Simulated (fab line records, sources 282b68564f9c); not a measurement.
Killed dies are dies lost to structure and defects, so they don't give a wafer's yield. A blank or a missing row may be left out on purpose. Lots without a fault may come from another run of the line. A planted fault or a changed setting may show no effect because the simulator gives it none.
Which tool did it? | flow rit_cmos | 15 lots, 45 wafers sampled, at 2 steps of a route of 202

WHAT THE GAUGES READ, wafer by wafer
The record holds no reading of a measuring or inspecting step that can be judged against a usual standard deviation.

WHICH TOOL RAN EACH LOT (tool, then ch and the chambers of the sampled wafers, then the start)
lot  | RIT_NRETRO_IMPLANT_08          | RIT_M1_PROBE_99
L536 | implanter-03 ch 0, day 2 12:44 | prober-01, day 3 21:37
L539 | implanter-03 ch 0, day 3 02:37 | prober-02, day 4 12:46
L541 | implanter-03 ch 0, day 3 11:55 | prober-01, day 4 20:42
L542 | implanter-02 ch 0, day 3 17:28 | prober-02, day 4 23:52
L543 | implanter-04 ch 0, day 3 23:44 | prober-01, day 5 05:29
L544 | implanter-04 ch 0, day 4 03:38 | prober-02, day 5 11:53
L545 | implanter-02 ch 0, day 4 11:07 | prober-01, day 5 17:31
L546 | implanter-04 ch 0, day 4 11:59 | prober-02, day 5 19:04
L551 | implanter-02 ch 0, day 5 10:27 | prober-02, day 6 21:14
L552 | implanter-03 ch 0, day 5 18:34 | prober-01, day 7 05:13
L553 | implanter-02 ch 0, day 6 01:05 | prober-02, day 7 08:20
L554 | implanter-03 ch 0, day 6 07:05 | prober-01, day 7 15:04
L555 | implanter-02 ch 0, day 6 11:44 | prober-02, day 7 17:28
L556 | implanter-03 ch 0, day 6 15:19 | prober-01, day 7 22:12
L559 | implanter-02 ch 0, day 7 07:22 | prober-02, day 8 13:23
- RIT_NRETRO_IMPLANT_08
- RIT_M1_PROBE_99

WHAT THE TOOLS THEMSELVES READ (means of the sampled wafers that have a number; where no wafer has one, the mark that the record gives instead)
RIT_NRETRO_IMPLANT_08.
lot  | tool         | beam_energy_keV | faraday_current_uA
L536 | implanter-03 | 69.951          | 32.0
L539 | implanter-03 | 70.012          | 31.8
L541 | implanter-03 | 70.008          | 31.8
L542 | implanter-02 | 70.017          | 31.8
L543 | implanter-04 | 70.005          | 32.3
L544 | implanter-04 | 69.996          | 31.7
L545 | implanter-02 | 70.020          | 31.3
L546 | implanter-04 | 69.996          | 31.5
L551 | implanter-02 | 69.965          | 31.2
L552 | implanter-03 | 75.100          | 31.8
L553 | implanter-02 | 69.985          | 30.7
L554 | implanter-03 | 75.115          | 31.8
L555 | implanter-02 | 69.978          | 32.2
L556 | implanter-03 | 75.080          | 31.5
L559 | implanter-02 | 70.017          | 31.7

RIT_M1_PROBE_99.
lot  | tool      | killed_at_M0_to_M3 | killed_at_contacts | killed_at_front_end | killed_dies | killed_open | killed_short
L536 | prober-01 | 0.0                | 0.3                | 6.0                 | 6.3         | 2.7         | 3.7
L539 | prober-02 | 0.0                | 0.0                | 7.3                 | 7.3         | 4.3         | 3.0
L541 | prober-01 | 0.0                | 0.3                | 6.3                 | 6.7         | 4.3         | 2.3
L542 | prober-02 | 0.0                | 0.0                | 6.0                 | 6.0         | 3.7         | 2.0
L543 | prober-01 | 0.0                | 0.0                | 6.0                 | 6.0         | 3.3         | 2.7
L544 | prober-02 | 0.0                | 0.0                | 6.0                 | 6.0         | 2.3         | 3.3
L545 | prober-01 | 0.3                | 0.0                | 5.7                 | 6.0         | 3.3         | 2.7
L546 | prober-02 | 0.0                | 0.3                | 7.3                 | 7.7         | 4.0         | 3.7
L551 | prober-02 | 0.0                | 0.0                | 7.0                 | 7.0         | 3.7         | 3.3
L552 | prober-01 | 0.0                | 0.0                | 5.0                 | 5.0         | 3.5         | 1.5
L553 | prober-02 | 0.0                | 0.0                | 6.0                 | 6.0         | 2.7         | 3.3
L554 | prober-01 | 0.0                | 0.3                | 6.7                 | 7.0         | 3.7         | 3.3
L555 | prober-02 | 0.0                | 0.0                | 7.3                 | 7.3         | 4.3         | 3.0
L556 | prober-01 | 0.0                | 0.0                | 7.3                 | 7.3         | 4.0         | 3.3
L559 | prober-02 | 0.0                | 0.0                | 3.0                 | 3.0         | 1.7         | 1.3

THE ANSWER, worked out from the rows above alone
Rule: what is usual is taken from the lots themselves. Put in order of their means at a reading, lots are off if they are a third of the lots or fewer, leave a main group of 4 or more, and stand apart from it by a gap of 3 or more times the standard deviation of the main group's means; of several such gaps the widest counts. A main group whose means are all the same, to the digits that the tables above print for the reading, isn't used. A lot without any number at a reading at which 4 lots or more have one is off too. The other lots that the step has rows for count as sound. The gauges are gone through in route order, then the tools' own readings, and for those a lot's mean is taken as printed above. The first step at which some lot is off is used, and at that step the reading that is off furthest; a lot without a number counts as furthest.
Off: L552, L554, L556, at RIT_NRETRO_IMPLANT_08 (beam_energy_keV). The main group: mean 69.996, standard deviation 0.021.
A tool fits if, at that step or a process step before it, it ran every lot that is off, and no sound lot after the first of them. One fits: implanter-03 at RIT_NRETRO_IMPLANT_08. Its last sound lot is L541 (day 3 11:55), its first lot that is off L552 (day 5 18:34): a fault that began between those two fits.
The tool's own readings at RIT_NRETRO_IMPLANT_08 bear it out: on the lots that are off they differ by more than 5 times the standard deviation of the sound lots' means. beam_energy_keV reads 75.098 there against 69.996 on the sound lots.

WHAT THE SIMULATOR HAD PUT IN
Process parameter drift: implanter-03, from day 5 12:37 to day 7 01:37, at RIT_NRETRO_IMPLANT_08. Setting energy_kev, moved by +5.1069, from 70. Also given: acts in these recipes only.
Lots struck among those shown: L552, L554, L556. The rule above found the same.
